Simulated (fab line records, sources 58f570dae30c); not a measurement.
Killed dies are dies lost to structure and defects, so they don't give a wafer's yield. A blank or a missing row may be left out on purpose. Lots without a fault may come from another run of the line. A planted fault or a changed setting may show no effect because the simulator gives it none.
Which tool did it? | flow berkeley_cmos170 | 7 lots, 21 wafers sampled, at 2 steps of a route of 331

WHAT THE GAUGES READ, wafer by wafer
UCB170_M1_CD_MEAS_09: target cd 700 nm.
lot  | measured     | on        | cd_nm (nm)
L645 | day 7 13:18  | cd_sem-01 | 698.7 699.1 699.5
L648 | day 7 15:25  | cd_sem-02 | 698.7 698.4 698.2
L650 | day 8 07:16  | cd_sem-02 | 698.5 698.4 699.9
L657 | day 9 07:52  | cd_sem-01 | 699.2 699.3 700.3
L662 | day 10 09:19 | cd_sem-02 | 698.0 698.4 699.2
L664 | day 10 13:08 | cd_sem-01 | 698.1 699.3 697.6
L666 | day 11 12:39 | cd_sem-02 | 699.2 701.0 700.5

WHICH TOOL RAN EACH LOT (tool, then ch and the chambers of the sampled wafers, then the start)
lot  | UCB170_M1_SPUTTER_00
L645 | pvd_sputter-04, day 7 12:05
L648 | pvd_sputter-02, day 7 14:13
L650 | pvd_sputter-04, day 8 05:20
L657 | pvd_sputter-02, day 9 06:12
L662 | pvd_sputter-01, day 10 08:00
L664 | pvd_sputter-04, day 10 11:21
L666 | pvd_sputter-01, day 11 11:14
- UCB170_M1_SPUTTER_00: material Al, target thk 600 nm, time 80 s.

THE ANSWER, worked out from the rows above alone
Rule: what is usual is taken from the lots themselves. Put in order of their means at a reading, lots are off if they are a third of the lots or fewer, leave a main group of 4 or more, and stand apart from it by a gap of 3 or more times the standard deviation of the main group's means; of several such gaps the widest counts. A main group whose means are all the same, to the digits that the tables above print for the reading, isn't used. A lot without any number at a reading at which 4 lots or more have one is off too. The other lots that the step has rows for count as sound.
No lot is off at any reading shown: from this, nothing can be told.

WHAT THE SIMULATOR HAD PUT IN
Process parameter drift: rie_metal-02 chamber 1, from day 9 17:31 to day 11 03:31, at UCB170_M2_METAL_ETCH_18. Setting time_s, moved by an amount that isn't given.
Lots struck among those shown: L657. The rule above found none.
